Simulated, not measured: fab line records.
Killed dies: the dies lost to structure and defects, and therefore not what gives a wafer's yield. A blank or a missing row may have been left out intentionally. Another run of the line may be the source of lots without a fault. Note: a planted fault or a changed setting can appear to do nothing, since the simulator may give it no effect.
fab line records :: flow berkeley-cmos170 :: part 2 of 2: steps 25 to 34 of 34
record
  lots=5
  wafers=15
  last-day=11
route steps=331 shown PSD@186 NSD@187 BACKSIDE@199 SDANNEAL@204 PLDD@208 NLDD@209 SILICIDE@210 CONTACT@216
lots untouched by any fault: they come from a run of this same line in which no faults occurred
start-h: start of the lot's first displayed wafer, in hours after the record's first day :: wait-h: hours from the lot's prior step to this one :: " the same as in the row above :: L1.1+2: a single row standing in for several wafers :: - no value, or no start given :: * or withheld: withheld :: < > ~ a bound
route shown NAME@n: names a module that has steps shown in the file, with the first one's number in the route :: usual: mean and standard deviation over wafers with no fault :: same: alike in all rows :: chamber/n: place in a boat :: sites: each site's reading :: _std_site: standard deviation of those values :: _edge_site: mean of outer sites minus mean of inner sites :: radius-mm: for every site, how far away it sits from the centre of the wafer :: mask NAME#n: copy n :: behind: the tool/chamber that last shaped the wafer :: hold: cause of the lot's hold/its duration in hours/its outcome :: device: whichever transistor did not switch (one of n, p or np) :: end of line: at the end of the route, the tests of the same wafers :: step lacking rows: just its recipe :: killed: at the first sort, the dies lost to defects and structure; wafer yield is something else :: map: dies across one wafer; x = killed, . = not, _ = none there
set.NAME: setting as actually run; set.NAME@STEP: the setting as run at that earlier step :: model.NAME: the simulator's own value behind a step, which no gauge read
a table for each step, a row for each wafer; lots at some steps of the route
services: from which hour (start-h, from the record's first day; less than 0 if before it) a tool's chamber was out of use, for how many hours, and why
## steps
# step UCB170_SILICIDE_PRE_CLEAN_00
# recipe
  gas=Ar
  preclean-etch-time-s=60
lot.wafer: L074.4+5+6
tool: pvd-sputter-04
chamber: -
start-h: 164.77
wait-h: 0.0

lot.wafer: L075.1+3+5
tool: pvd-sputter-03
chamber: -
start-h: 164.99
wait-h: 0.1

lot.wafer: L078.3+4+5
tool: pvd-sputter-01
chamber: -
start-h: 193.01
wait-h: 0.1

lot.wafer: L077.1+2+4
tool: pvd-sputter-04
chamber: -
start-h: 193.30
wait-h: 0.1

lot.wafer: L089.1+4+5
tool: pvd-sputter-01
chamber: -
start-h: 246.55
wait-h: 0.1
# step UCB170_SILICIDE_SPUTTER_01
# recipe
  material=Ti
  target-thk-nm=30
  time-s=26.13
  power-w=1500
  chamber-pressure-pa=0.5
# usual
  throttle-valve-pct=30.1/0.89
lot.wafer: L074.4
tool: pvd-sputter-04
chamber: -
start-h: 164.84
wait-h: 0.0
throttle-valve-pct: 30.4

lot.wafer: L074.5
tool: pvd-sputter-04
chamber: -
start-h: 164.84
wait-h: 0.0
throttle-valve-pct: 30.2

lot.wafer: L074.6
tool: pvd-sputter-04
chamber: -
start-h: 164.84
wait-h: 0.0
throttle-valve-pct: 30.4

lot.wafer: L075.1
tool: pvd-sputter-03
chamber: -
start-h: 165.05
wait-h: 0.0
throttle-valve-pct: 30.2

lot.wafer: L075.3
tool: pvd-sputter-03
chamber: -
start-h: 165.05
wait-h: 0.0
throttle-valve-pct: 29.3

lot.wafer: L075.5
tool: pvd-sputter-03
chamber: -
start-h: 165.05
wait-h: 0.0
throttle-valve-pct: 31.0

lot.wafer: L078.3
tool: pvd-sputter-01
chamber: -
start-h: 193.08
wait-h: 0.0
throttle-valve-pct: 28.1

lot.wafer: L078.4
tool: pvd-sputter-01
chamber: -
start-h: 193.08
wait-h: 0.0
throttle-valve-pct: 30.1

lot.wafer: L078.5
tool: pvd-sputter-01
chamber: -
start-h: 193.08
wait-h: 0.0
throttle-valve-pct: 30.1

lot.wafer: L077.1
tool: pvd-sputter-04
chamber: -
start-h: 193.37
wait-h: 0.0
throttle-valve-pct: 29.0

lot.wafer: L077.2
tool: pvd-sputter-04
chamber: -
start-h: 193.37
wait-h: 0.0
throttle-valve-pct: 32.1

lot.wafer: L077.4
tool: pvd-sputter-04
chamber: -
start-h: 193.37
wait-h: 0.0
throttle-valve-pct: 29.7

lot.wafer: L089.1
tool: pvd-sputter-01
chamber: -
start-h: 246.61
wait-h: 0.0
throttle-valve-pct: 29.3

lot.wafer: L089.4
tool: pvd-sputter-01
chamber: -
start-h: 246.61
wait-h: 0.0
throttle-valve-pct: 29.9

lot.wafer: L089.5
tool: pvd-sputter-01
chamber: -
start-h: 246.61
wait-h: 0.0
throttle-valve-pct: 28.6
# step UCB170_SILICIDE_RS_MEAS_02
# recipe
  thk-meas-gauge=four-point-probe
  reads=Ti_of_SILICIDE_SPUTTER_01
# usual
  SILICIDE_TI_RS=24.81/0.27
lot.wafer: L074.4
tool: film-metro-02
chamber: -
start-h: 164.93
wait-h: 0.1
SILICIDE_TI_RS[ohm/sq]: 24.99

lot.wafer: L074.5
tool: film-metro-02
chamber: -
start-h: 164.93
wait-h: 0.1
SILICIDE_TI_RS[ohm/sq]: 25.24

lot.wafer: L074.6
tool: film-metro-02
chamber: -
start-h: 164.93
wait-h: 0.1
SILICIDE_TI_RS[ohm/sq]: 24.96

lot.wafer: L075.1
tool: film-metro-03
chamber: -
start-h: 165.08
wait-h: 0.0
SILICIDE_TI_RS[ohm/sq]: 25.11

lot.wafer: L075.3
tool: film-metro-03
chamber: -
start-h: 165.08
wait-h: 0.0
SILICIDE_TI_RS[ohm/sq]: 25.19

lot.wafer: L075.5
tool: film-metro-03
chamber: -
start-h: 165.08
wait-h: 0.0
SILICIDE_TI_RS[ohm/sq]: 24.96

lot.wafer: L078.3
tool: film-metro-04
chamber: -
start-h: 193.22
wait-h: 0.1
SILICIDE_TI_RS[ohm/sq]: 24.39

lot.wafer: L078.4
tool: film-metro-04
chamber: -
start-h: 193.22
wait-h: 0.1
SILICIDE_TI_RS[ohm/sq]: 24.57

lot.wafer: L078.5
tool: film-metro-04
chamber: -
start-h: 193.22
wait-h: 0.1
SILICIDE_TI_RS[ohm/sq]: 24.78

lot.wafer: L077.1
tool: film-metro-04
chamber: -
start-h: 193.40
wait-h: 0.0
SILICIDE_TI_RS[ohm/sq]: 24.53

lot.wafer: L077.2
tool: film-metro-04
chamber: -
start-h: 193.40
wait-h: 0.0
SILICIDE_TI_RS[ohm/sq]: 24.63

lot.wafer: L077.4
tool: film-metro-04
chamber: -
start-h: 193.40
wait-h: 0.0
SILICIDE_TI_RS[ohm/sq]: 24.81

lot.wafer: L089.1
tool: film-metro-02
chamber: -
start-h: 246.64
wait-h: 0.0
SILICIDE_TI_RS[ohm/sq]: 24.83

lot.wafer: L089.4
tool: film-metro-02
chamber: -
start-h: 246.64
wait-h: 0.0
SILICIDE_TI_RS[ohm/sq]: 24.91

lot.wafer: L089.5
tool: film-metro-02
chamber: -
start-h: 246.64
wait-h: 0.0
SILICIDE_TI_RS[ohm/sq]: 24.83
# step UCB170_SILICIDE_THK_MEAS_03
# recipe
  thk-meas-gauge=xrf
  reads=Ti_of_SILICIDE_SPUTTER_01
# usual
  SILICIDE_TI_THK=31.1/0.33
lot.wafer: L074.4
tool: film-metro-02
chamber: -
start-h: 165.02
wait-h: 0.1
SILICIDE_TI_THK[nm]: 31.0

lot.wafer: L074.5
tool: film-metro-02
chamber: -
start-h: 165.02
wait-h: 0.1
SILICIDE_TI_THK[nm]: 30.7

lot.wafer: L074.6
tool: film-metro-02
chamber: -
start-h: 165.02
wait-h: 0.1
SILICIDE_TI_THK[nm]: 30.7

lot.wafer: L075.1
tool: film-metro-03
chamber: -
start-h: 165.20
wait-h: 0.1
SILICIDE_TI_THK[nm]: 30.7

lot.wafer: L075.3
tool: film-metro-03
chamber: -
start-h: 165.20
wait-h: 0.1
SILICIDE_TI_THK[nm]: 30.7

lot.wafer: L075.5
tool: film-metro-03
chamber: -
start-h: 165.20
wait-h: 0.1
SILICIDE_TI_THK[nm]: 30.9

lot.wafer: L078.3
tool: film-metro-04
chamber: -
start-h: 193.32
wait-h: 0.1
SILICIDE_TI_THK[nm]: 31.7

lot.wafer: L078.4
tool: film-metro-04
chamber: -
start-h: 193.32
wait-h: 0.1
SILICIDE_TI_THK[nm]: 31.6

lot.wafer: L078.5
tool: film-metro-04
chamber: -
start-h: 193.32
wait-h: 0.1
SILICIDE_TI_THK[nm]: 31.1

lot.wafer: L077.1
tool: film-metro-04
chamber: -
start-h: 193.52
wait-h: 0.1
SILICIDE_TI_THK[nm]: 31.3

lot.wafer: L077.2
tool: film-metro-04
chamber: -
start-h: 193.52
wait-h: 0.1
SILICIDE_TI_THK[nm]: 31.3

lot.wafer: L077.4
tool: film-metro-04
chamber: -
start-h: 193.52
wait-h: 0.1
SILICIDE_TI_THK[nm]: 30.9

lot.wafer: L089.1
tool: film-metro-02
chamber: -
start-h: 246.76
wait-h: 0.1
SILICIDE_TI_THK[nm]: 31.0

lot.wafer: L089.4
tool: film-metro-02
chamber: -
start-h: 246.76
wait-h: 0.1
SILICIDE_TI_THK[nm]: 31.1

lot.wafer: L089.5
tool: film-metro-02
chamber: -
start-h: 246.76
wait-h: 0.1
SILICIDE_TI_THK[nm]: 31.0
# step UCB170_SILICIDE_RTA_04
# recipe
  temp-c=650
  time-s=15
  ambient=N2
# usual
  lamp-power-pct=11.6/0.46
  wafer_temp_C_max=652.8/0.59
lot.wafer: L074.4
tool: rtp-anneal-02
chamber: 0
start-h: 165.08
wait-h: 0.1
lamp-power-pct: 11.1
wafer_temp_C_max: 652.2

lot.wafer: L074.5
tool: rtp-anneal-02
chamber: 0
start-h: 165.08
wait-h: 0.1
lamp-power-pct: 11.1
wafer_temp_C_max: 651.8

lot.wafer: L074.6
tool: rtp-anneal-02
chamber: 0
start-h: 165.08
wait-h: 0.1
lamp-power-pct: 11.2
wafer_temp_C_max: 654.3

lot.wafer: L075.1
tool: rtp-anneal-01
chamber: 0
start-h: 165.26
wait-h: 0.1
lamp-power-pct: 12.1
wafer_temp_C_max: 653.2

lot.wafer: L075.3
tool: rtp-anneal-01
chamber: 0
start-h: 165.26
wait-h: 0.1
lamp-power-pct: 12.1
wafer_temp_C_max: 652.3

lot.wafer: L075.5
tool: rtp-anneal-01
chamber: 0
start-h: 165.26
wait-h: 0.1
lamp-power-pct: 12.1
wafer_temp_C_max: 652.4

lot.wafer: L078.3
tool: rtp-anneal-02
chamber: 0
start-h: 193.39
wait-h: 0.1
lamp-power-pct: 11.1
wafer_temp_C_max: 652.4

lot.wafer: L078.4
tool: rtp-anneal-02
chamber: 0
start-h: 193.39
wait-h: 0.1
lamp-power-pct: 11.1
wafer_temp_C_max: 652.2

lot.wafer: L078.5
tool: rtp-anneal-02
chamber: 0
start-h: 193.39
wait-h: 0.1
lamp-power-pct: 11.1
wafer_temp_C_max: 652.8

lot.wafer: L077.1
tool: rtp-anneal-02
chamber: 0
start-h: 193.58
wait-h: 0.1
lamp-power-pct: 11.1
wafer_temp_C_max: 652.4

lot.wafer: L077.2
tool: rtp-anneal-02
chamber: 0
start-h: 193.58
wait-h: 0.1
lamp-power-pct: 11.1
wafer_temp_C_max: 652.5

lot.wafer: L077.4
tool: rtp-anneal-02
chamber: 0
start-h: 193.58
wait-h: 0.1
lamp-power-pct: 11.1
wafer_temp_C_max: 652.0

lot.wafer: L089.1
tool: rtp-anneal-02
chamber: 0
start-h: 246.82
wait-h: 0.1
lamp-power-pct: 11.1
wafer_temp_C_max: 652.5

lot.wafer: L089.4
tool: rtp-anneal-02
chamber: 0
start-h: 246.82
wait-h: 0.1
lamp-power-pct: 11.1
wafer_temp_C_max: 652.5

lot.wafer: L089.5
tool: rtp-anneal-02
chamber: 0
start-h: 246.82
wait-h: 0.1
lamp-power-pct: 11.1
wafer_temp_C_max: 652.4
# step UCB170_SILICIDE_WET_ETCH_05
# recipe
  chemistry=SPM
  time-s=45
  temp-c=120
  target=Ti
# usual
  bath-guard-temp-C=120.1/0.57
lot.wafer: L074.4
tool: wet-bench-03
chamber: 1
start-h: 165.17
wait-h: 0.1
bath-guard-temp-C: 120.8

lot.wafer: L074.5
tool: wet-bench-03
chamber: 1
start-h: 165.17
wait-h: 0.1
bath-guard-temp-C: 120.7

lot.wafer: L074.6
tool: wet-bench-03
chamber: 1
start-h: 165.17
wait-h: 0.1
bath-guard-temp-C: 120.4

lot.wafer: L075.1
tool: wet-bench-04
chamber: 0
start-h: 165.41
wait-h: 0.1
bath-guard-temp-C: 120.3

lot.wafer: L075.3
tool: wet-bench-04
chamber: 0
start-h: 165.41
wait-h: 0.1
bath-guard-temp-C: 120.2

lot.wafer: L075.5
tool: wet-bench-04
chamber: 0
start-h: 165.41
wait-h: 0.1
bath-guard-temp-C: 120.1

lot.wafer: L078.3
tool: wet-bench-02
chamber: 1
start-h: 193.44
wait-h: 0.0
bath-guard-temp-C: 119.8

lot.wafer: L078.4
tool: wet-bench-02
chamber: 1
start-h: 193.44
wait-h: 0.0
bath-guard-temp-C: 120.0

lot.wafer: L078.5
tool: wet-bench-02
chamber: 1
start-h: 193.44
wait-h: 0.0
bath-guard-temp-C: 120.2

lot.wafer: L077.1
tool: wet-bench-02
chamber: 1
start-h: 193.66
wait-h: 0.1
bath-guard-temp-C: 120.2

lot.wafer: L077.2
tool: wet-bench-02
chamber: 1
start-h: 193.66
wait-h: 0.1
bath-guard-temp-C: 119.9

lot.wafer: L077.4
tool: wet-bench-02
chamber: 1
start-h: 193.66
wait-h: 0.1
bath-guard-temp-C: 120.5

lot.wafer: L089.1
tool: wet-bench-04
chamber: 0
start-h: 247.19
wait-h: 0.4
bath-guard-temp-C: 120.4

lot.wafer: L089.4
tool: wet-bench-04
chamber: 0
start-h: 247.19
wait-h: 0.4
bath-guard-temp-C: 120.2

lot.wafer: L089.5
tool: wet-bench-04
chamber: 0
start-h: 247.19
wait-h: 0.4
bath-guard-temp-C: 120.0
# step UCB170_CONTACT_CLEAN_00
# recipe
  chemistry=SPM
  temp-c=120
  time-s=600
# usual
  bath-guard-temp-C=120.3/0.46
lot.wafer: L074.4
tool: wet-bench-03
chamber: 3
start-h: 165.21
wait-h: 0.0
bath-guard-temp-C: 120.8

lot.wafer: L074.5
tool: wet-bench-03
chamber: 3
start-h: 165.21
wait-h: 0.0
bath-guard-temp-C: 120.9

lot.wafer: L074.6
tool: wet-bench-03
chamber: 3
start-h: 165.21
wait-h: 0.0
bath-guard-temp-C: 120.8

lot.wafer: L075.1
tool: wet-bench-04
chamber: 1
start-h: 165.43
wait-h: 0.0
bath-guard-temp-C: 120.5

lot.wafer: L075.3
tool: wet-bench-04
chamber: 1
start-h: 165.43
wait-h: 0.0
bath-guard-temp-C: 120.3

lot.wafer: L075.5
tool: wet-bench-04
chamber: 1
start-h: 165.43
wait-h: 0.0
bath-guard-temp-C: 120.6

lot.wafer: L078.3
tool: wet-bench-04
chamber: 1
start-h: 193.46
wait-h: 0.0
bath-guard-temp-C: 120.2

lot.wafer: L078.4
tool: wet-bench-04
chamber: 1
start-h: 193.46
wait-h: 0.0
bath-guard-temp-C: 120.2

lot.wafer: L078.5
tool: wet-bench-04
chamber: 1
start-h: 193.46
wait-h: 0.0
bath-guard-temp-C: 120.6

lot.wafer: L077.1
tool: wet-bench-03
chamber: 0
start-h: 193.68
wait-h: 0.0
bath-guard-temp-C: 120.0

lot.wafer: L077.2
tool: wet-bench-03
chamber: 0
start-h: 193.68
wait-h: 0.0
bath-guard-temp-C: 120.0

lot.wafer: L077.4
tool: wet-bench-03
chamber: 0
start-h: 193.68
wait-h: 0.0
bath-guard-temp-C: 119.9

lot.wafer: L089.1
tool: wet-bench-04
chamber: 2
start-h: 247.56
wait-h: 0.3
bath-guard-temp-C: 120.7

lot.wafer: L089.4
tool: wet-bench-04
chamber: 2
start-h: 247.56
wait-h: 0.3
bath-guard-temp-C: 120.8

lot.wafer: L089.5
tool: wet-bench-04
chamber: 2
start-h: 247.56
wait-h: 0.3
bath-guard-temp-C: 120.7
# step UCB170_CONTACT_CVD_01
# recipe
  material=PSG
  target-thk-nm=700
  temp-c=450
  precursor=SiH4/O2/PH3
  time-s=2820
  pressure-mtorr=300
  sih4-flow-sccm=60
  o2-flow-sccm=90
  ph3-flow-sccm=25
# usual
  o2-flow-sccm=89.98/0.24
  spike-tc-centre-C=451.8/1.1
  spike-tc-load-C=469.2/1.8
lot.wafer: L074.4
tool: lpcvd-02
chamber: 0
start-h: 165.56
wait-h: 0.0
o2-flow-sccm: 89.67
spike-tc-centre-C: 450.7
spike-tc-load-C: 469.3

lot.wafer: L074.5
tool: lpcvd-02
chamber: 0
start-h: 165.56
wait-h: 0.0
o2-flow-sccm: 89.78
spike-tc-centre-C: 451.6
spike-tc-load-C: 471.2

lot.wafer: L074.6
tool: lpcvd-02
chamber: 0
start-h: 165.56
wait-h: 0.0
o2-flow-sccm: 89.67
spike-tc-centre-C: 451.4
spike-tc-load-C: 470.1

lot.wafer: L075.1
tool: lpcvd-01
chamber: 1
start-h: 166.99
wait-h: 1.4
o2-flow-sccm: 89.91
spike-tc-centre-C: 452.3
spike-tc-load-C: 467.2

lot.wafer: L075.3
tool: lpcvd-01
chamber: 1
start-h: 166.99
wait-h: 1.4
o2-flow-sccm: 90.22
spike-tc-centre-C: 454.5
spike-tc-load-C: 466.6

lot.wafer: L075.5
tool: lpcvd-01
chamber: 1
start-h: 166.99
wait-h: 1.4
o2-flow-sccm: 89.53
spike-tc-centre-C: 451.2
spike-tc-load-C: 467.1

lot.wafer: L077.1
tool: lpcvd-01
chamber: 1
start-h: 194.30
wait-h: 0.4
o2-flow-sccm: 90.30
spike-tc-centre-C: 454.1
spike-tc-load-C: 467.9

lot.wafer: L077.2
tool: lpcvd-01
chamber: 1
start-h: 194.30
wait-h: 0.4
o2-flow-sccm: 90.13
spike-tc-centre-C: 451.5
spike-tc-load-C: 466.3

lot.wafer: L077.4
tool: lpcvd-01
chamber: 1
start-h: 194.30
wait-h: 0.4
o2-flow-sccm: 90.14
spike-tc-centre-C: 453.0
spike-tc-load-C: 465.2

lot.wafer: L078.3
tool: lpcvd-01
chamber: 0
start-h: 194.30
wait-h: 0.6
o2-flow-sccm: 89.98
spike-tc-centre-C: 451.5
spike-tc-load-C: 470.8

lot.wafer: L078.4
tool: lpcvd-01
chamber: 0
start-h: 194.30
wait-h: 0.6
o2-flow-sccm: 90.23
spike-tc-centre-C: 451.6
spike-tc-load-C: 471.2

lot.wafer: L078.5
tool: lpcvd-01
chamber: 0
start-h: 194.30
wait-h: 0.6
o2-flow-sccm: 89.88
spike-tc-centre-C: 451.9
spike-tc-load-C: 471.9

lot.wafer: L089.1
tool: lpcvd-01
chamber: 1
start-h: 247.73
wait-h: 0.0
o2-flow-sccm: 89.52
spike-tc-centre-C: 452.7
spike-tc-load-C: 466.0

lot.wafer: L089.4
tool: lpcvd-01
chamber: 1
start-h: 247.73
wait-h: 0.0
o2-flow-sccm: 89.55
spike-tc-centre-C: 452.4
spike-tc-load-C: 468.4

lot.wafer: L089.5
tool: lpcvd-01
chamber: 1
start-h: 247.73
wait-h: 0.0
o2-flow-sccm: 90.15
spike-tc-centre-C: 453.5
spike-tc-load-C: 467.9
# step UCB170_CONTACT_THK_MEAS_02
# recipe
  reads=PSG_of_CONTACT_CVD_01
# usual
  CONTACT_PSG_THK=699/5.7
lot.wafer: L074.4
tool: film-metro-04
chamber: -
start-h: 168.27
wait-h: 0.0
CONTACT_PSG_THK[nm]: 701

lot.wafer: L074.5
tool: film-metro-04
chamber: -
start-h: 168.27
wait-h: 0.0
CONTACT_PSG_THK[nm]: 704

lot.wafer: L074.6
tool: film-metro-04
chamber: -
start-h: 168.27
wait-h: 0.0
CONTACT_PSG_THK[nm]: 703

lot.wafer: L075.1
tool: film-metro-04
chamber: -
start-h: 168.78
wait-h: 0.0
CONTACT_PSG_THK[nm]: 701

lot.wafer: L075.3
tool: film-metro-04
chamber: -
start-h: 168.78
wait-h: 0.0
CONTACT_PSG_THK[nm]: 702

lot.wafer: L075.5
tool: film-metro-04
chamber: -
start-h: 168.78
wait-h: 0.0
CONTACT_PSG_THK[nm]: 704

lot.wafer: L077.1
tool: film-metro-04
chamber: -
start-h: 196.08
wait-h: 0.0
CONTACT_PSG_THK[nm]: 700

lot.wafer: L077.2
tool: film-metro-04
chamber: -
start-h: 196.08
wait-h: 0.0
CONTACT_PSG_THK[nm]: 700

lot.wafer: L077.4
tool: film-metro-04
chamber: -
start-h: 196.08
wait-h: 0.0
CONTACT_PSG_THK[nm]: 695

lot.wafer: L078.3
tool: film-metro-03
chamber: -
start-h: 196.10
wait-h: 0.0
CONTACT_PSG_THK[nm]: 686

lot.wafer: L078.4
tool: film-metro-03
chamber: -
start-h: 196.10
wait-h: 0.0
CONTACT_PSG_THK[nm]: 693

lot.wafer: L078.5
tool: film-metro-03
chamber: -
start-h: 196.10
wait-h: 0.0
CONTACT_PSG_THK[nm]: 689

lot.wafer: L089.1
tool: film-metro-04
chamber: -
start-h: 249.52
wait-h: 0.0
CONTACT_PSG_THK[nm]: 696

lot.wafer: L089.4
tool: film-metro-04
chamber: -
start-h: 249.52
wait-h: 0.0
CONTACT_PSG_THK[nm]: 695

lot.wafer: L089.5
tool: film-metro-04
chamber: -
start-h: 249.52
wait-h: 0.0
CONTACT_PSG_THK[nm]: 697
# step UCB170_CONTACT_HMDS_03
# recipe
  prime-time-s=60
  prime-temp-c=100
# usual
  chill-plate-temp-C=23.01/0.11
lot.wafer: L074.4
tool: litho-track-04
chamber: 0
start-h: 168.37
wait-h: 0.1
chill-plate-temp-C: 23.05

lot.wafer: L074.5
tool: litho-track-04
chamber: 0
start-h: 168.37
wait-h: 0.1
chill-plate-temp-C: 23.19

lot.wafer: L074.6
tool: litho-track-04
chamber: 0
start-h: 168.37
wait-h: 0.1
chill-plate-temp-C: 23.05

lot.wafer: L075.1
tool: litho-track-01
chamber: 0
start-h: 168.84
wait-h: 0.1
chill-plate-temp-C: 23.17

lot.wafer: L075.3
tool: litho-track-01
chamber: 0
start-h: 168.84
wait-h: 0.1
chill-plate-temp-C: 23.18

lot.wafer: L075.5
tool: litho-track-01
chamber: 0
start-h: 168.84
wait-h: 0.1
chill-plate-temp-C: 23.13

lot.wafer: L078.3
tool: litho-track-04
chamber: 0
start-h: 196.19
wait-h: 0.1
chill-plate-temp-C: 22.93

lot.wafer: L078.4
tool: litho-track-04
chamber: 0
start-h: 196.19
wait-h: 0.1
chill-plate-temp-C: 22.78

lot.wafer: L078.5
tool: litho-track-04
chamber: 0
start-h: 196.19
wait-h: 0.1
chill-plate-temp-C: 22.86

lot.wafer: L077.1
tool: litho-track-03
chamber: 0
start-h: 196.70
wait-h: 0.6
chill-plate-temp-C: 23.14

lot.wafer: L077.2
tool: litho-track-03
chamber: 0
start-h: 196.70
wait-h: 0.6
chill-plate-temp-C: 23.04

lot.wafer: L077.4
tool: litho-track-03
chamber: 0
start-h: 196.70
wait-h: 0.6
chill-plate-temp-C: 23.19

lot.wafer: L089.1
tool: litho-track-04
chamber: 0
start-h: 249.58
wait-h: 0.1
chill-plate-temp-C: 23.18

lot.wafer: L089.4
tool: litho-track-04
chamber: 0
start-h: 249.58
wait-h: 0.1
chill-plate-temp-C: 23.17

lot.wafer: L089.5
tool: litho-track-04
chamber: 0
start-h: 249.58
wait-h: 0.1
chill-plate-temp-C: 23.02
## services
tool: implanter-01
chamber: -
start-h: 141.26
hours: 1.9
kind: pm

tool: implanter-02
chamber: -
start-h: 146.78
hours: 1.9
kind: repair

tool: krf-scanner-01
chamber: -
start-h: 155.87
hours: 1.3
kind: pm

tool: krf-scanner-02
chamber: -
start-h: 157.19
hours: 1.3
kind: repair

tool: implanter-02
chamber: -
start-h: 175.30
hours: 2.5
kind: repair

tool: implanter-02
chamber: -
start-h: 186.98
hours: 3.4
kind: repair

tool: krf-scanner-01
chamber: -
start-h: 193.24
hours: 0.8
kind: pm

tool: plasma-asher-02
chamber: -
start-h: 193.35
hours: 4.3
kind: pm

tool: pvd-sputter-01
chamber: -
start-h: 195.31
hours: 4.2
kind: repair

tool: pvd-sputter-01
chamber: -
start-h: 199.85
hours: 1.2
kind: repair

tool: wet-bench-03
chamber: -
start-h: 200.16
hours: 12.2
kind: repair

tool: krf-scanner-01
chamber: -
start-h: 200.31
hours: 1.0
kind: pm

tool: krf-scanner-02
chamber: -
start-h: 201.73
hours: 1.0
kind: pm

tool: pvd-sputter-04
chamber: -
start-h: 207.99
hours: 7.0
kind: repair

tool: implanter-02
chamber: -
start-h: 208.31
hours: 4.0
kind: pm

tool: krf-scanner-02
chamber: -
start-h: 208.59
hours: 4.0
kind: pm

tool: krf-scanner-02
chamber: 0
start-h: 220.15
hours: -
kind: calibration

tool: pvd-sputter-04
chamber: -
start-h: 221.92
hours: 5.8
kind: repair

tool: implanter-02
chamber: -
start-h: 234.75
hours: 11.4
kind: pm

tool: krf-scanner-02
chamber: -
start-h: 234.88
hours: 0.8
kind: pm

tool: plasma-asher-04
chamber: -
start-h: 240.78
hours: 21.9
kind: repair
